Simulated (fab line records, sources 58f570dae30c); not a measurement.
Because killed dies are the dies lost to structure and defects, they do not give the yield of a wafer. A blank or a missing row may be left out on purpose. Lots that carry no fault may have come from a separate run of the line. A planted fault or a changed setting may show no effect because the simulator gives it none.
Chamber matching ; flow berkeley-cmos170 ; UCB170_ACTIVE_ETCH_15 on rie-diel-03 has 4 sister chambers
The step etches Si3N4 in CH3F/Ar/O2, stops on SiO2, target depth 242 nm, time 151 s. 14 wafers are shown with their chamber, then 7 later ones without.

## EACH WAFER AND ITS CHAMBER
wafer;chamber;throttle-valve-pct (%);oes-product-au (a.u.)
L832.2;3;8.09;0.945
L832.3;1;8.11;0.949
L832.5;3;8.09;0.945
L834.1;2;8.20;0.956
L834.2;3;8.09;0.932
L834.3;1;8.11;0.954
L837.1;3;8.07;0.937
L837.2;1;8.11;0.953
L837.3;2;8.19;0.963
L840.4;2;8.19;0.962
L840.5;1;8.11;0.948
L840.6;0;7.91;0.949
L842.1;2;8.19;0.968
L842.3;3;8.07;0.939

SIGNATURES (means of the wafers above)
reading;chamber 0;chamber 1;chamber 2;chamber 3;scatter within a chamber
throttle-valve-pct;7.9100;8.1100;8.1925;8.0820;0.00745
oes-product-au;0.94900;0.95100;0.96225;0.93960;0.00471
Rule: for a wafer and a chamber, the distance is found by dividing, reading by reading, the gap between the wafer's reading and the chamber's mean by the reading's scatter, squaring, summing and taking the root. If the next closest chamber is less than 2 further off than the closest, the wafer can't be placed; otherwise it belongs to the closest. How the scatter is found: for the shown wafers, subtract from each reading the mean of its chamber, square and add these, divide the total by (wafers less chambers), then take the root.

## WAFERS MISSING THEIR CHAMBER
wafer;throttle-valve-pct (%);oes-product-au (a.u.)
L842.6;8.11;0.952
L843.2;8.20;0.967
L843.4;8.09;0.940
L843.6;8.20;0.967
L852.2;8.20;0.973
L852.3;7.92;0.955
L852.5;8.18;0.964

## CHAMBER TAKEN BY EACH
wafer;from the rows above;in truth
L842.6;1;1
L843.2;2;2
L843.4;3;3
L843.6;2;2
L852.2;2;2
L852.3;0;0
L852.5;2;2
Placed correctly: 7 of 7. From these rows, 0 cannot be placed. Wrongly placed: 0.
